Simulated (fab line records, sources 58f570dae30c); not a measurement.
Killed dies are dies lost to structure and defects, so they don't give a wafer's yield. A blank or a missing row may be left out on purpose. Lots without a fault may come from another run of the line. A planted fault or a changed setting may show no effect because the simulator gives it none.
Which tool did it? | flow berkeley_cmos170 | 15 lots, 42 wafers sampled, at 3 steps of a route of 331

WHAT THE GAUGES READ, wafer by wafer
UCB170_NLDD_TW_MEAS_11.
lot  | measured     | on            | NLDD_TW
L781 | day 7 09:38  | film_metro-01 | 2197 2171 2187
L784 | day 7 18:02  | film_metro-04 | 2242 2260 2247
L783 | day 7 18:19  | film_metro-01 | 2182 2189 2189
L782 | day 7 18:37  | film_metro-04 | 2245 2246 2250
L789 | day 8 20:10  | film_metro-02 | 2193 2205 2198
L787 | day 8 20:48  | film_metro-04 | 2482 2470 2477 2476
L786 | day 8 20:35  | film_metro-04 | 2246 2232 2239
L794 | day 10 03:06 | film_metro-01 | 2206 2209 2210
L795 | day 10 03:44 | film_metro-02 | 2444 2438 2446 2442
L797 | day 10 17:28 | film_metro-04 | 2229 2240 2215
L796 | day 10 18:40 | film_metro-01 | 2446 2455 2438 2446
L801 | day 11 20:37 | film_metro-04 | 2231 2248 2243
L799 | day 11 20:46 | film_metro-01 | 2193 2196 2190
L800 | day 11 21:04 | film_metro-04 | 2230 2238 2237
L802 | day 11 21:10 | film_metro-01 | 2204 2207 2215

UCB170_SDANNEAL_RS_MEAS_05: measures by four-point-probe.
lot  | measured     | on            | NLDD_RS (ohm/sq)
L781 | day 7 21:41  | film_metro-01 | 615.1 616.6 616.1
L784 | day 8 07:22  | film_metro-01 | 616.5 616.9 616.8
L783 | day 8 07:58  | film_metro-02 | 616.0 615.3 614.8
L782 | day 8 07:47  | film_metro-04 | 617.3 615.8 617.4
L789 | day 9 07:28  | film_metro-01 | 616.8 617.1 616.0
L787 | day 9 10:07  | film_metro-01 | 465.7 465.9 465.6 465.7
L786 | day 9 08:31  | film_metro-01 | 615.5 616.8 616.6
L794 | day 10 17:47 | film_metro-01 | 614.2 615.6 616.2
L795 | day 10 17:23 | film_metro-04 | 465.6 465.8 465.0 465.4
L797 | day 11 06:20 | film_metro-01 | 615.7 617.4 616.1
L796 | day 11 08:40 | film_metro-02 | 464.9 466.3 464.8 465.9
L801 | day 12 11:37 | film_metro-01 | 614.7 618.0 617.0
L799 | day 12 10:50 | film_metro-04 | 615.6 615.4 615.6
L800 | day 12 13:41 | film_metro-04 | 617.9 618.8 617.9
L802 | day 12 12:03 | film_metro-02 | 615.8 616.3 615.7

WHICH TOOL RAN EACH LOT (tool, then ch and the chambers of the sampled wafers, then the start)
lot  | UCB170_NLDD_IMPLANT_09
L781 | implanter-03 ch 0, day 7 09:24
L784 | implanter-02 ch 0, day 7 17:49
L783 | implanter-02 ch 0, day 7 18:04
L782 | implanter-02 ch 0, day 7 18:23
L789 | implanter-03 ch 0, day 8 19:55
L787 | implanter-02 ch 0, day 8 20:11
L786 | implanter-03 ch 0, day 8 20:21
L794 | implanter-04 ch 0, day 10 02:52
L795 | implanter-02 ch 0, day 10 03:02
L797 | implanter-02 ch 0, day 10 17:15
L796 | implanter-03 ch 0, day 10 17:56
L801 | implanter-02 ch 0, day 11 20:22
L799 | implanter-04 ch 0, day 11 20:31
L800 | implanter-03 ch 0, day 11 20:49
L802 | implanter-02 ch 0, day 11 20:55
- UCB170_NLDD_IMPLANT_09

WHAT THE TOOLS THEMSELVES READ (means of the sampled wafers that have a number; where no wafer has one, the mark that the record gives instead)
The record holds no such reading with a usual standard deviation.

THE ANSWER, worked out from the rows above alone
Rule: what is usual is taken from the lots themselves. Put in order of their means at a reading, lots are off if they are a third of the lots or fewer, leave a main group of 4 or more, and stand apart from it by a gap of 3 or more times the standard deviation of the main group's means; of several such gaps the widest counts. A main group whose means are all the same, to the digits that the tables above print for the reading, isn't used. A lot without any number at a reading at which 4 lots or more have one is off too. The other lots that the step has rows for count as sound. The gauges are gone through in route order, then the tools' own readings, and for those a lot's mean is taken as printed above. The first step at which some lot is off is used, and at that step the reading that is off furthest; a lot without a number counts as furthest.
Off: L787, L795, L796, at UCB170_NLDD_TW_MEAS_11 (NLDD_TW). The main group: mean 2218, standard deviation 23.
A tool fits if, at a process step before that reading, it ran every lot that is off, and no sound lot after the first of them. The gauges at UCB170_NLDD_TW_MEAS_11 are tried like those tools. None of those tried fits.

WHAT THE SIMULATOR HAD PUT IN
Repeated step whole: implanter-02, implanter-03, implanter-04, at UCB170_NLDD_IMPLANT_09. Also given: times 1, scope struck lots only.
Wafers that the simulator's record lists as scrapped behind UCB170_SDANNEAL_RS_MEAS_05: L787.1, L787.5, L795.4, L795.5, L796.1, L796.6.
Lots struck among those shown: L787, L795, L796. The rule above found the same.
